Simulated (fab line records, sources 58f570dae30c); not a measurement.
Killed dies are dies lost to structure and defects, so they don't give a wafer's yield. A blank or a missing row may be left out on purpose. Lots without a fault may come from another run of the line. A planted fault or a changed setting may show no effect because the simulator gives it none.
Which tool did it? | flow berkeley_cmos170 | 14 lots, 42 wafers sampled, at 1 step of a route of 331

WHAT THE GAUGES READ, wafer by wafer
The record holds no reading of a measuring or inspecting step that can be judged against a usual standard deviation.

WHICH TOOL RAN EACH LOT (tool, then ch and the chambers of the sampled wafers, then the start)
lot  | UCB170_SDANNEAL_RTA_01
L696 | rtp_anneal-01 ch 0, day 6 19:21
L699 | rtp_anneal-02 ch 0, day 7 19:58
L700 | rtp_anneal-01 ch 0, day 7 19:58
L701 | rtp_anneal-01 ch 0, day 8 06:41
L702 | rtp_anneal-02 ch 0, day 8 06:58
L707 | rtp_anneal-02 ch 0, day 8 21:48
L705 | rtp_anneal-01 ch 0, day 8 23:07
L710 | rtp_anneal-02, day 10 01:07
L709 | rtp_anneal-01, day 10 01:27
L713 | rtp_anneal-01 ch 0, day 10 07:52
L715 | rtp_anneal-02 ch 0, day 11 02:32
L716 | rtp_anneal-02 ch 0, day 11 02:59
L719 | rtp_anneal-01 ch 0, day 11 03:05
L717 | rtp_anneal-02 ch 0, day 11 03:26
- UCB170_SDANNEAL_RTA_01: time 5 s.

WHAT THE TOOLS THEMSELVES READ (means of the sampled wafers that have a number; where no wafer has one, the mark that the record gives instead)
UCB170_SDANNEAL_RTA_01. Usual: anneal_temp_c_max 1054.2, standard deviation 0.91; chamber_o2_ppm 2.000, standard deviation 0.022; lamp_power_pct 39.0 %, standard deviation 1.1; wafer_temp_C_max 1055.4, standard deviation 1.
lot  | tool          | anneal_temp_c_max | chamber_o2_ppm | lamp_power_pct (%) | wafer_temp_C_max | flag
L696 | rtp_anneal-01 | 1054.3            | 1.993          | 38.2               | 1055.8           |
L699 | rtp_anneal-02 | 1054.7            | 2.018          | 40.3               | 1056.1           |
L700 | rtp_anneal-01 | 1054.5            | 2.013          | 38.1               | 1055.5           |
L701 | rtp_anneal-01 | 1053.8            | 1.973          | 38.2               | 1054.4           |
L702 | rtp_anneal-02 | 1054.2            | 1.981          | 40.3               | 1056.1           |
L707 | rtp_anneal-02 | 1053.7            | 2.009          | 40.3               | 1054.8           |
L705 | rtp_anneal-01 | 1053.8            | 2.006          | 38.2               | 1054.9           |
L710 | rtp_anneal-02 | -                 | -              | -                  | -                | OFF
L709 | rtp_anneal-01 | -                 | -              | -                  | -                | OFF
L713 | rtp_anneal-01 | 1053.6            | 2.009          | 38.2               | 1055.4           |
L715 | rtp_anneal-02 | 1055.3            | 1.992          | 40.4               | 1054.5           |
L716 | rtp_anneal-02 | 1056.1            | 2.024          | 40.3               | 1055.5           |
L719 | rtp_anneal-01 | 1054.5            | 1.983          | 38.2               | 1054.7           |
L717 | rtp_anneal-02 | 1054.1            | 1.986          | 40.4               | 1055.1           |

THE ANSWER, worked out from the rows above alone
Rule: a lot is off if the mean of its wafers that have a number lies more than 3 standard deviations from the usual mean. A lot without any number at a reading at which 4 lots or more have one is off too. The other lots that the step has rows for count as sound. The gauges are gone through in route order, then the tools' own readings, and for those a lot's mean is taken as printed above. The first step at which some lot is off is used, and at that step the reading that is off furthest; a lot without a number counts as furthest.
Off: L710, L709, at UCB170_SDANNEAL_RTA_01 (anneal_temp_c_max). Without a number there: L710, L709.
A tool fits if, at that step or a process step before it, it ran every lot that is off, and no sound lot after the first of them. None of those tried fits.

WHAT THE SIMULATOR HAD PUT IN
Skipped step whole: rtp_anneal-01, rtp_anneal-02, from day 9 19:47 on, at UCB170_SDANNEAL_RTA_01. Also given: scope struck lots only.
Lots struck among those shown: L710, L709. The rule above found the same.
